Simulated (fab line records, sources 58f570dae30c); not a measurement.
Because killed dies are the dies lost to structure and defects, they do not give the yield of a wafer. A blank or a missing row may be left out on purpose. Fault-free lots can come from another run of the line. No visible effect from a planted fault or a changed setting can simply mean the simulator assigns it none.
Which tool did it? | flow berkeley cmos170 | 14 lots with 42 wafers sampled at 4 steps, on a route of 331 steps

== WHAT THE GAUGES READ, wafer by wafer ==
UCB170_CONTACT_OVL_MEAS_16.
lot  | measured     | on         | CONTACT_OVL (nm)
L867 | day 9 01:03  | overlay-01 | 7 5 5
L868 | day 9 11:29  | overlay-01 | -5 -4 -1
L869 | day 9 12:42  | overlay-02 | 5 4 -4
L871 | day 10 01:19 | overlay-02 | 6 2 2
L872 | day 10 01:33 | overlay-02 | -3 -4 -3
L870 | day 10 01:17 | overlay-01 | -1 -1 4
L876 | day 10 16:13 | overlay-01 | -1 -6 -4
L881 | day 11 19:27 | overlay-02 | 3 2 6
L884 | day 11 22:46 | overlay-02 | 5 1 0
L882 | day 11 20:17 | overlay-02 | 7 4 -3
L883 | day 11 22:29 | overlay-02 | -5 1 -8
L886 | day 12 08:08 | overlay-02 | 5 3 12
L887 | day 12 21:35 | overlay-02 | -2 -7 -3
L890 | day 13 05:31 | overlay-02 | -2 -3 2

UCB170_M3_CD_MEAS_90: target cd 700 nm.
lot  | measured     | on        | cd nm (nm)
L867 | day 9 17:11  | cd sem-02 | 700 697 703
L868 | day 10 08:28 | cd sem-01 | 695 697 695
L869 | day 10 09:12 | cd sem-01 | 708 704 709
L871 | day 10 18:58 | cd sem-02 | 699 701 699
L872 | day 10 20:24 | cd sem-01 | 709 706 704
L870 | day 10 19:18 | cd sem-01 | 704 697 704
L876 | day 11 12:59 | cd sem-02 | 702 702 701
L881 | day 12 11:20 | cd sem-01 | 705 706 703
L884 | day 12 17:05 | cd sem-01 | 706 699 710
L882 | day 12 13:37 | cd sem-02 | 702 705 699
L883 | day 12 16:47 | cd sem-01 | 698 698 697
L886 | day 13 04:07 | cd sem-02 | 698 699 698
L887 | day 13 16:38 | cd sem-02 | 700 704 704
L890 | day 13 23:08 | cd sem-02 | 697 700 697

== TOOL THAT RAN EACH LOT (tool first, then ch and the chambers of the sampled wafers, then the start) ==
lot  | UCB170_PLDD_SOFTBAKE_02           | UCB170_V1_CVD_00
L867 | litho track-03 ch 0, day 8 00:28  | pecvd-03 ch 0,2, day 9 05:53
L868 | litho track-03 ch 0, day 8 12:49  | pecvd-01 ch 0,1, day 9 15:33
L869 | litho track-04 ch 0, day 8 13:05  | pecvd-03 ch 0,2, day 9 16:53
L871 | litho track-03 ch 0, day 9 00:10  | pecvd-03 ch 1,2, day 10 06:11
L872 | litho track-02 ch 0, day 9 00:15  | pecvd-01 ch 0,1,2, day 10 07:32
L870 | litho track-04 ch 0, day 9 00:18  | pecvd-02 ch 0,1, day 10 07:32
L876 | litho track-04 ch 0, day 9 17:25  | pecvd-02 ch 0,1, day 10 20:48
L881 | litho track-04 ch 0, day 10 20:41 | pecvd-03 ch 0,2, day 11 23:05
L884 | litho track-03 ch 0, day 10 21:34 | pecvd-02 ch 0,1,2, day 12 03:32
L882 | litho track-04 ch 0, day 10 21:34 | pecvd-02 ch 1,2, day 12 00:53
L883 | litho track-02 ch 0, day 10 21:42 | pecvd-01 ch 0,1,2, day 12 03:32
L886 | litho track-02 ch 0, day 11 06:05 | pecvd-02 ch 0,1,2, day 12 14:57
L887 | litho track-02 ch 0, day 11 21:05 | pecvd-01 ch 1,2, day 13 02:41
L890 | litho track-03 ch 0, day 12 08:54 | pecvd-01 ch 0,1,2, day 13 09:37
- UCB170_PLDD_SOFTBAKE_02: time 60 s.
- UCB170_V1_CVD_00: deposits SiO2 from TEOS/O2, target thk 2000 nm, time 250 s.

== WHAT THE TOOLS THEMSELVES READ (means of the sampled wafers that have a number; where no wafer has one, the mark that the record gives instead) ==
UCB170_PLDD_SOFTBAKE_02.
lot  | tool           | run length s (s)
L867 | litho track-03 | 89.0
L868 | litho track-03 | 89.0
L869 | litho track-04 | 89.6
L871 | litho track-03 | 88.9
L872 | litho track-02 | 89.1
L870 | litho track-04 | 89.5
L876 | litho track-04 | 89.5
L881 | litho track-04 | 95.1
L884 | litho track-03 | 88.8
L882 | litho track-04 | 95.1
L883 | litho track-02 | 88.9
L886 | litho track-02 | 89.0
L887 | litho track-02 | 89.0
L890 | litho track-03 | 89.0

UCB170_V1_CVD_00.
lot  | tool     | heater power w (W)
L867 | pecvd-03 | 268
L868 | pecvd-01 | 234
L869 | pecvd-03 | 307
L871 | pecvd-03 | 297
L872 | pecvd-01 | 191
L870 | pecvd-02 | 245
L876 | pecvd-02 | 262
L881 | pecvd-03 | 286
L884 | pecvd-02 | 257
L882 | pecvd-02 | 271
L883 | pecvd-01 | 251
L886 | pecvd-02 | 268
L887 | pecvd-01 | 204
L890 | pecvd-01 | 219

== THE ANSWER, worked out from the rows above alone ==
Rule: the usual values come from the lots themselves. Put in order of their means at a reading, lots are off if they are a third of the lots or fewer, leave a main group of 4 or more, and stand apart from it by a gap of 3 or more times the standard deviation of the main group's means; of several such gaps the widest counts. A main group whose means are all the same, to the digits that the tables above print for the reading, isn't used. Also off: a lot with no number at a reading for which 4 or more lots have one. Where the step has rows for the other lots, those lots are counted as sound. Order of review: gauges by route order, followed by the tools' own readings, for which a lot's mean as printed above is used. The first step at which some lot is off is used, and at that step the reading that is off furthest; a lot without a number counts as furthest.
Off at UCB170_PLDD_SOFTBAKE_02 (run length s): L881, L882. Mean 89.1 s and standard deviation 0.26 in the main group.
If a tool, at that step or one of the process steps before it, ran each lot that is off and ran no sound lot following the first of them, it fits. One fits: litho track-04 at UCB170_PLDD_SOFTBAKE_02. A fault onset in the window from L876 (day 9 17:25, its last sound lot) to L881 (day 10 20:41, its first lot off) fits.
On the lots that are off, the tool's own readings at UCB170_PLDD_SOFTBAKE_02 differ by more than 5 times the standard deviation of the sound lots' means, which bears it out; run length s reads 95.1 s there versus 89.1 s on the sound lots.

== WHAT THE SIMULATOR PUT IN ==
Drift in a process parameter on litho track-04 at UCB170_PLDD_SOFTBAKE_02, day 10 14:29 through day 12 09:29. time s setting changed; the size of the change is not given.
Struck lots among those shown: L881, L882. This agrees with what the rule above found.
